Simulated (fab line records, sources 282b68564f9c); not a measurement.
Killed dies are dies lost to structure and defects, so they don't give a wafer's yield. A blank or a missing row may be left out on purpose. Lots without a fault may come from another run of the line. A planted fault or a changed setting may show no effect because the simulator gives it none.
fab line records | flow rit_cmos
record lots=13 wafers=39 last_day=7
route steps=202 shown PRETRO@73 GATE@93 SPACER@130 NSD@137 M1@202
lots that met no fault: from a run of the same line without faults
start_h: hours from the record's first day to the start of the lot's first wafer shown | wait_h: hours since the lot's step before | " the same as in the row above | L1.1+2: a row that stands for several wafers | - no value, or no start given | * or withheld: withheld | < > ~ a bound
route shown NAME@n: a module of which the file shows steps, and the number in the route of the first | usual: mean/standard deviation of fault-free wafers | same: alike in all rows | chamber/n: place in a boat | sites: the reading at each site | _std_site: their standard deviation | _edge_site: outer sites' mean less inner sites' | radius_mm: how far each site lies from the wafer's centre | mask NAME#n: copy n | behind: the tool/chamber that last shaped the wafer | hold: why the lot was held/for how many hours/how that ended | device: the transistor (n, p or np) that didn't switch | end of line: the same wafers' tests at the end of the route | a step without rows: its recipe alone | killed: dies lost to structure and defects at the first sort, not the wafer's yield | map: a wafer's dies, x killed, . not, _ none there
set.NAME: the setting as run; set.NAME@STEP: as run at that earlier step | model.NAME: the simulator's own value behind a step, which no gauge read
steps of the route over a sample of lots; a table a step, a row a wafer
services: from which hour (start_h, from the record's first day; less than 0 if before it) a tool's chamber was out of use, for how many hours, and why
## steps
# step RIT_PRETRO_STRIP_09
# recipe chemistry=O2 time_s=180 resist=NOVOLAK platen_temp_c=withheld power_w=500 pressure_mtorr=4000 o2_flow_sccm=4000
# usual drypump_motor_current_A=5.6/0.43 rf_refl_power_W=6.5/0.72
# columns lot.wafer tool chamber start_h wait_h drypump_motor_current_A rf_hours_counter_h rf_refl_power_W
L615.2 plasma_asher-01 1 36.90 0.1 5.6 41 8.0
L615.3 " 1 " " 5.6 - 7.3
L615.4 " 0 " " 5.9 - 6.3
L616.1 plasma_asher-01 1 41.97 0.1 5.6 41 7.5
L616.2 " 0 " " 5.9 41 6.4
L616.3 " 1 " " 5.5 - 7.6
L617.2 plasma_asher-01 1 48.69 0.1 5.6 42 7.0
L617.3 " 1 " " 5.6 - 7.9
L617.5 " 0 " " 5.9 - 6.4
L618.2 plasma_asher-03 0 52.27 0.1 6.1 25 6.1
L618.3 " 0 " " 6.0 - 6.2
L618.6 " 0 " " 6.1 - 6.1
L620.3 plasma_asher-02 0 69.35 0.1 5.8 - 6.8
L620.4 " 1 " " 5.0 - 5.1
L620.6 " 1 " " 4.9 - 5.3
L622.1 plasma_asher-03 1 74.82 0.1 5.0 27 6.6
L622.4 " 1 " " 5.0 - 6.3
L622.6 " 1 " " 5.0 - 6.6
L623.4 plasma_asher-03 1 78.24 0.1 5.0 - 6.1
L623.5 " 0 " " 6.1 - 5.9
L623.6 " 1 " " 5.1 - 6.4
L624.3 plasma_asher-01 1 81.30 0.1 5.6 - 7.6
L624.4 " 0 " " 6.0 - 6.6
L624.6 " 1 " " 5.6 - 8.6
L626.1 plasma_asher-03 0 92.89 0.1 6.0 29 6.2
L626.2 " 1 " " 5.0 29 6.5
L626.6 " 0 " " 6.0 - 6.3
L629.2 plasma_asher-03 1 106.13 0.1 5.1 31 6.3
L629.3 " 0 " " 6.1 - 6.2
L629.6 " 0 " " 6.1 - 6.2
L635.4 plasma_asher-01 0 136.93 0.1 5.9 - 6.5
L635.5 " 1 " " 5.6 - 8.0
L635.6 " 0 " " 5.9 - 6.2
L636.1 plasma_asher-02 1 143.38 0.1 4.9 49 5.2
L636.3 " 0 " " 5.9 - 6.4
L636.6 " 1 " " 4.9 - 5.3
L637.2 plasma_asher-02 0 146.99 0.1 5.9 49 7.0
L637.3 " 0 " " 5.9 - 6.4
L637.4 " 1 " " 4.9 - 5.4
# step RIT_GATE_OVL_MEAS_17
# usual GATE_OVL=0.2/1.5
# columns lot.wafer tool chamber start_h wait_h GATE_OVL[nm]
L615.2 overlay-01 - 47.19 0.1 0.1
L615.3 " - " " -2.8
L615.4 " - " " -1.7
L616.1 overlay-02 - 54.48 0.1 -0.3
L616.2 " - " " -2.2
L616.3 " - " " 1.8
L617.2 overlay-01 - 54.77 0.1 2.3
L617.3 " - " " 2.1
L617.5 " - " " 1.8
L618.2 overlay-02 - 58.77 0.1 0.7
L618.3 " - " " 1.0
L618.6 " - " " 0.2
L620.3 overlay-02 - 74.60 0.1 2.2
L620.4 " - " " 3.0
L620.6 " - " " 4.2
L622.1 overlay-01 - 80.13 0.1 1.1
L622.4 " - " " 1.4
L622.6 " - " " 0.3
L623.4 overlay-02 - 87.27 0.1 -1.4
L623.5 " - " " -0.4
L623.6 " - " " 0.1
L624.3 overlay-01 - 87.54 0.1 2.3
L624.4 " - " " 0.5
L624.6 " - " " 2.3
L626.1 overlay-01 - 97.78 0.1 -2.7
L626.2 " - " " 0.0
L626.6 " - " " -1.0
L629.2 overlay-02 - 111.17 0.1 -1.8
L629.3 " - " " -1.6
L629.6 " - " " 0.9
L635.4 overlay-02 - 143.12 0.1 -1.1
L635.5 " - " " 0.2
L635.6 " - " " -0.5
L636.1 overlay-02 - 148.25 0.1 1.1
L636.3 " - " " 0.6
L636.6 " - " " -0.7
L637.2 overlay-01 - 151.74 0.1 0.8
L637.3 " - " " -0.8
L637.4 " - " " -1.2
# step RIT_SPACER_ETCHBACK_05
# recipe target_depth_a=2500 SF6_flow_sccm=30 CHF3_flow_sccm=30 target=Si3N4 chemistry=SF6/CHF3 pressure_mtorr=40 rf_w=250 time_s=240 stop_on=SiO2
# usual drypump_motor_current_A=5.7/0.38 oes_product_au=0.851/0.014 rf_fwd_power_W=249.2/0.87 throttle_valve_pct=10.22/0.17
# columns lot.wafer tool chamber start_h wait_h drypump_motor_current_A oes_product_au rf_fwd_power_W rf_hours_counter_h throttle_valve_pct
L615.2 rie_diel-01 0 57.09 0.0 5.5 0.836 248.4 7 10.60
L615.3 " 1 " " 5.8 0.826 249.8 122 10.07
L615.4 " 2 " " 6.4 0.846 247.8 116 10.18
L617.2 rie_diel-03 3 65.62 0.0 5.8 0.850 249.0 139 10.24
L617.3 " 2 " " 6.1 0.858 248.0 135 9.99
L617.5 " 1 " " 5.3 0.857 248.6 - 10.05
L616.1 rie_diel-02 2 65.93 0.1 5.6 0.848 249.0 104 10.27
L616.2 " 3 " " 5.0 0.863 249.0 13 10.50
L616.3 " 0 " " 6.1 0.844 249.2 164 10.38
L618.2 rie_diel-01 2 67.75 0.0 6.4 0.853 250.8 116 10.19
L618.3 " 1 " " 5.8 0.834 250.1 122 10.06
L618.6 " 1 " " 5.8 0.837 249.6 - 10.05
L620.3 rie_diel-02 2 84.53 0.0 5.6 0.852 248.6 105 10.25
L620.4 " 0 " " 6.1 0.830 249.9 164 10.39
L620.6 " 0 " " 6.1 0.840 250.5 - 10.38
L622.1 rie_diel-02 1 90.08 0.1 5.3 0.835 249.0 95 10.23
L622.4 " 2 " " 5.6 0.855 248.9 105 10.27
L622.6 " 0 " " 6.1 0.837 249.2 - 10.38
L623.4 rie_diel-02 0 96.08 0.0 6.1 0.816 248.8 165 10.37
L623.5 " 2 " " 5.6 0.848 249.8 - 10.27
L623.6 " 1 " " 5.3 0.822 249.8 - 10.25
L624.3 rie_diel-03 0 98.00 0.0 6.0 0.853 249.3 2 10.16
L624.4 " 2 " " 6.1 0.849 248.8 - 9.98
L624.6 " 3 " " 5.8 0.837 249.5 - 10.23
L626.1 rie_diel-02 2 107.85 0.1 5.6 0.853 250.0 105 10.25
L626.2 " 1 " " 5.3 0.831 249.6 95 10.26
L626.6 " 2 " " 5.6 0.862 249.6 - 10.27
L629.2 rie_diel-02 2 120.91 0.0 5.6 0.857 248.9 106 10.25
L629.3 " 1 " " 5.3 0.839 251.2 95 10.26
L629.6 " 3 " " 5.0 0.865 288.4 - 10.51
L635.4 rie_diel-03 1 151.97 0.0 5.3 0.849 249.5 5 10.05
L635.5 " 3 " " 5.8 0.845 250.6 - 10.23
L635.6 " 0 " " 6.0 0.860 249.5 - 10.16
L636.1 rie_diel-03 1 157.13 0.1 5.3 0.858 247.9 5 10.07
L636.3 " 0 " " 6.0 0.877 249.4 3 10.18
L636.6 " 1 " " 5.3 0.856 247.7 - 10.04
L637.2 rie_diel-03 2 161.13 0.0 6.1 0.858 248.6 137 9.99
L637.3 " 1 " " 5.3 0.848 247.9 6 10.05
L637.4 " 0 " " 6.0 0.871 247.8 3 10.18
# step RIT_NSD_OVL_MEAS_06
# usual NSD_OVL=0.9/1.4
# columns lot.wafer tool chamber start_h wait_h NSD_OVL[nm]
L615.2 overlay-01 - 58.22 - 2.1
L615.3 " - " " 2.2
L615.4 " - " " 3.6
L617.2 overlay-02 - 66.75 - 2.7
L617.3 " - " " 2.0
L617.5 " - " " 0.4
L616.1 overlay-02 - 67.05 - 1.2
L616.2 " - " " 0.8
L616.3 " - " " 1.3
L618.2 overlay-02 - 68.90 - 1.7
L618.3 " - " " 3.2
L618.6 " - " " -1.2
L620.3 overlay-01 - 85.54 - -0.6
L620.4 " - " " -0.3
L620.6 " - " " 0.7
L622.1 overlay-01 - 91.08 - 1.7
L622.4 " - " " 1.3
L622.6 " - " " -1.0
L623.4 overlay-02 - 97.10 - 0.8
L623.5 " - " " -1.4
L623.6 " - " " -1.7
L624.3 overlay-01 - 99.01 - 1.8
L624.4 " - " " 0.4
L624.6 " - " " 1.9
L626.1 overlay-02 - 108.91 - -1.4
L626.2 " - " " -1.8
L626.6 " - " " 0.2
L629.2 overlay-02 - 122.11 - 0.8
L629.3 " - " " -0.2
L629.6 " - " " 0.6
L635.4 overlay-02 - 152.99 - 0.1
L635.5 " - " " 0.6
L635.6 " - " " 1.3
L636.1 overlay-01 - 158.41 - 0.6
L636.3 " - " " 0.4
L636.6 " - " " 1.6
L637.2 overlay-01 - 162.14 - 2.7
L637.3 " - " " -0.8
L637.4 " - " " 1.3
# step RIT_M1_PROBE_99
# usual killed_at_M0_to_M3=0.0/0.12 killed_at_contacts=0.1/0.29 killed_at_front_end=6/3 killed_dies=7/3.1 killed_open=3.2/1.9 killed_short=3.3/1.9
# same gross_dies=264 killed_at_M4_up=0 killed_at_back_side=0 killed_at_other=0
# columns lot.wafer tool chamber start_h wait_h killed_at_M0_to_M3 killed_at_contacts killed_at_front_end killed_dies killed_open killed_short
L615.2 prober-02 - 68.89 0.1 0 0 14 14 7 7
L615.3 prober-02 - 68.94 0.2 0 0 18 18 10 8
L615.4 prober-02 - 68.99 0.2 0 0 15 15 6 9
L617.2 prober-01 - 77.40 0.1 1 0 7 8 3 4
L617.3 prober-01 - 77.45 0.2 0 0 6 6 2 4
L617.5 prober-01 - 77.55 0.2 0 0 10 10 3 7
L616.1 prober-02 - 78.85 0.1 0 0 8 8 0 8
L616.2 prober-02 - 78.90 0.1 0 0 6 6 4 2
L616.3 prober-02 - 78.95 0.2 0 0 5 5 4 1
L618.2 prober-01 - 80.40 0.1 0 0 2 2 2 0
L618.3 prober-01 - 80.45 0.2 0 0 7 7 5 2
L618.6 prober-01 - 80.60 0.2 0 1 9 10 6 4
L620.3 prober-01 - 95.63 0.2 0 0 6 6 1 5
L620.4 prober-01 - 95.68 0.2 0 0 5 5 2 3
L620.6 prober-01 - 95.78 0.2 0 0 9 9 5 4
L622.1 prober-02 - 101.11 0.1 0 0 6 6 3 3
L622.4 prober-02 - 101.26 0.2 0 0 2 2 2 0
L622.6 prober-02 - 101.36 0.2 0 0 4 4 2 2
L623.4 prober-01 - 107.07 0.2 0 0 3 3 2 1
L623.5 prober-01 - 107.12 0.2 0 0 6 6 2 4
L623.6 prober-01 - 107.17 0.2 0 0 5 5 3 2
L624.3 prober-02 - 108.86 0.2 0 0 2 2 2 0
L624.4 prober-02 - 108.91 0.2 0 0 7 7 3 4
L624.6 prober-02 - 109.01 0.2 0 0 5 5 2 3
L626.1 prober-02 - 120.07 0.1 0 0 9 9 6 3
L626.2 prober-02 - 120.12 0.1 0 0 6 6 4 2
L626.6 prober-02 - 120.32 0.2 0 0 11 11 7 4
L629.2 prober-01 - 133.61 0.1 0 0 8 8 4 4
L629.3 prober-01 - 133.66 0.2 0 0 10 10 6 4
L629.6 prober-01 - 133.81 0.2 0 0 6 6 2 4
L635.4 prober-01 - 162.98 0.2 0 0 9 9 3 6
L635.5 prober-01 - 163.03 0.2 0 1 2 3 3 0
L635.6 prober-01 - 163.08 0.2 0 0 7 7 4 3
L636.1 prober-01 - 168.67 0.1 0 0 4 4 1 3
L636.3 prober-01 - 168.77 0.2 0 0 1 1 1 0
L636.6 prober-01 - 168.92 0.2 0 0 0 0 0 0
L637.2 prober-02 - 172.17 0.1 0 0 6 6 3 3
L637.3 prober-02 - 172.22 0.2 0 0 9 9 3 6
L637.4 prober-02 - 172.27 0.2 0 0 3 3 2 1
# killed by level:class
L615.2 SPACER:geometric_particle:short=4 FOX1:geometric_particle:open=2 FOX1:geometric_particle:short=2 GATE:geometric_particle:open=2 SPACER:geometric_particle:open=2 GATE:geometric_particle:short=1 SILICIDE:geometric_particle:open=1
L615.3 SPACER:geometric_particle:short=4 SPACER:geometric_particle:open=4 GATE:geometric_particle:open=3 FOX1:geometric_particle:open=2 FOX2:geometric_particle:short=2 GATE:geometric_particle:short=2 FOX2:geometric_particle:open=1
L615.4 GATE:geometric_particle:short=6 GATE:geometric_particle:open=4 SPACER:geometric_particle:short=3 FOX2:geometric_particle:open=1 SPACER:geometric_particle:open=1
L617.2 REOX:geometric_particle:short=2 FOX2:geometric_particle:short=1 GATE:geometric_particle:short=1 GATE:geometric_particle:open=1 REOX:geometric_particle:open=1 SPACER:geometric_particle:open=1 M1:coat_microbubble_printed=1
L617.3 FOX1:geometric_particle:short=3 FOX2:geometric_particle:open=1 GATE:geometric_particle:short=1 REOX:geometric_particle:open=1
L617.5 FOX1:geometric_particle:short=4 FOX1:geometric_particle:open=2 SPACER:geometric_particle:short=2 GATE:geometric_particle:short=1 SILICIDE:geometric_particle:open=1
L616.1 GATE:geometric_particle:short=3 SILICIDE:geometric_particle:short=3 FOX1:geometric_particle:short=1 REOX:geometric_particle:short=1
L616.2 REOX:geometric_particle:short=2 REOX:geometric_particle:open=2 FOX1:geometric_particle:open=1 SPACER:geometric_particle:open=1
L616.3 FOX2:geometric_particle:open=1 GATE:geometric_particle:open=1 REOX:geometric_particle:open=1 SILICIDE:geometric_particle:short=1 SILICIDE:geometric_particle:open=1
L618.2 GATE:geometric_particle:open=1 SPACER:geometric_particle:open=1
L618.3 FOX1:geometric_particle:short=2 FOX1:geometric_particle:open=2 FOX2:geometric_particle:open=2 GATE:geometric_particle:open=1
L618.6 FOX2:geometric_particle:open=2 REOX:geometric_particle:short=2 FOX1:geometric_particle:short=1 FOX1:geometric_particle:open=1 FOX2:geometric_particle:short=1 SPACER:geometric_particle:open=1 SILICIDE:geometric_particle:open=1 CONTACT:geometric_particle:open=1
L620.3 GATE:geometric_particle:short=3 REOX:geometric_particle:open=1 REOX:geometric_particle:short=1 SILICIDE:geometric_particle:short=1
L620.4 FOX2:geometric_particle:open=1 FOX2:geometric_particle:short=1 GATE:geometric_particle:open=1 GATE:geometric_particle:short=1 SPACER:geometric_particle:short=1
L620.6 FOX2:geometric_particle:open=2 GATE:geometric_particle:open=2 GATE:geometric_particle:short=2 FOX1:geometric_particle:short=1 FOX1:geometric_particle:open=1 REOX:geometric_particle:short=1
L622.1 FOX1:geometric_particle:open=2 FOX1:geometric_particle:short=1 GATE:geometric_particle:short=1 SPACER:geometric_particle:short=1 SILICIDE:geometric_particle:open=1
L622.4 FOX1:geometric_particle:open=1 FOX2:geometric_particle:open=1
L622.6 GATE:geometric_particle:short=2 REOX:geometric_particle:open=1 SPACER:geometric_particle:open=1
L623.4 ACTIVE:geometric_particle:open=1 FOX1:geometric_particle:open=1 REOX:geometric_particle:short=1
L623.5 SILICIDE:geometric_particle:short=3 FOX1:geometric_particle:open=1 REOX:geometric_particle:short=1 SILICIDE:geometric_particle:open=1
L623.6 FOX1:geometric_particle:open=1 GATE:geometric_particle:open=1 GATE:geometric_particle:short=1 SPACER:geometric_particle:short=1 SPACER:geometric_particle:open=1
L624.3 SPACER:geometric_particle:open=2
L624.4 FOX1:geometric_particle:open=2 SPACER:geometric_particle:short=2 FOX1:geometric_particle:short=1 FOX2:geometric_particle:short=1 GATE:geometric_particle:open=1
L624.6 GATE:geometric_particle:open=1 REOX:geometric_particle:open=1 REOX:geometric_particle:short=1 SPACER:geometric_particle:short=1 SILICIDE:geometric_particle:short=1
L626.1 GATE:geometric_particle:short=2 GATE:geometric_particle:open=2 SILICIDE:geometric_particle:open=2 FOX1:geometric_particle:short=1 FOX2:geometric_particle:open=1 SPACER:geometric_particle:open=1
L626.2 FOX1:geometric_particle:open=2 GATE:geometric_particle:short=2 SPACER:geometric_particle:open=2
L626.6 SPACER:geometric_particle:short=3 SPACER:geometric_particle:open=3 GATE:geometric_particle:open=2 REOX:geometric_particle:open=1 SILICIDE:geometric_particle:open=1 SILICIDE:geometric_particle:short=1
L629.2 GATE:geometric_particle:open=3 FOX1:geometric_particle:short=2 FOX1:geometric_particle:open=1 FOX2:geometric_particle:short=1 GATE:geometric_particle:short=1
L629.3 GATE:geometric_particle:open=2 SPACER:geometric_particle:short=2 FOX1:geometric_particle:short=1 FOX1:geometric_particle:open=1 FOX2:geometric_particle:open=1 GATE:geometric_particle:short=1 SPACER:geometric_particle:open=1 SILICIDE:geometric_particle:open=1
L629.6 FOX1:geometric_particle:short=4 FOX1:geometric_particle:open=1 SILICIDE:geometric_particle:open=1
L635.4 REOX:geometric_particle:short=3 SILICIDE:geometric_particle:open=3 FOX2:geometric_particle:short=1 GATE:geometric_particle:short=1 SILICIDE:geometric_particle:short=1
L635.5 REOX:geometric_particle:open=2 CONTACT:geometric_particle:open=1
L635.6 GATE:geometric_particle:open=3 GATE:geometric_particle:short=2 REOX:geometric_particle:open=1 SPACER:geometric_particle:short=1
L636.1 GATE:geometric_particle:short=1 SPACER:geometric_particle:short=1 SILICIDE:geometric_particle:open=1 SILICIDE:geometric_particle:short=1
L636.3 SPACER:geometric_particle:open=1
L636.6
L637.2 REOX:geometric_particle:open=2 FOX1:geometric_particle:short=1 GATE:geometric_particle:open=1 GATE:geometric_particle:short=1 REOX:geometric_particle:short=1
L637.3 GATE:geometric_particle:short=4 SPACER:geometric_particle:open=2 GATE:geometric_particle:open=1 SPACER:geometric_particle:short=1 SILICIDE:geometric_particle:short=1
L637.4 FOX2:geometric_particle:open=1 REOX:geometric_particle:open=1 SPACER:geometric_particle:short=1
## services
# columns tool chamber start_h hours kind
rie_diel-02 2 15.92 23.7 repair
rie_diel-03 1 16.54 5.6 repair
rie_diel-02 2 54.87 9.7 repair
rie_diel-02 1 56.41 3.8 repair
rie_diel-03 1 92.61 8.8 repair
rie_diel-02 0 102.34 1.8 repair
rie_diel-02 0 104.12 - clean
rie_diel-02 0 104.12 21.6 scheduled_down
rie_diel-02 0 104.12 21.6 vent_cycle
rie_diel-02 1 147.97 7.0 repair
plasma_asher-01 - 150.73 4.3 repair
rie_diel-02 - 151.56 14.6 pm
## key
first_sign step=RIT_SPACER_ETCHBACK_05 reading=rf_fwd_power_W direction=up sigmas=45 usual=249.2 struck=288.4
effect none on later readings
met_at RIT_SPACER_ETCHBACK_05
struck_lots L629
struck_wafers L629.6
tester_left_out L629
not_acting_at RIT_PRETRO_STRIP_09,RIT_GATE_OVL_MEAS_17,RIT_NSD_OVL_MEAS_06
onset_between 65.93 120.91
fault kind=process_parameter_drift tool=rie_diel-02 chamber=3 onset_h=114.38 steps=RIT_SPACER_ETCHBACK_05 channel=rf_w offset=40 shape=step end_h=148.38 acts_in=these_recipes_only stated=250
# tester_left_out: of these lots the tester's yield and bins aren't shown, on N5 and GAA mostly nor the transistor test; their killed dies are dies lost to structure and defects alone, not to doping, threshold or leakage, so they don't give the yield
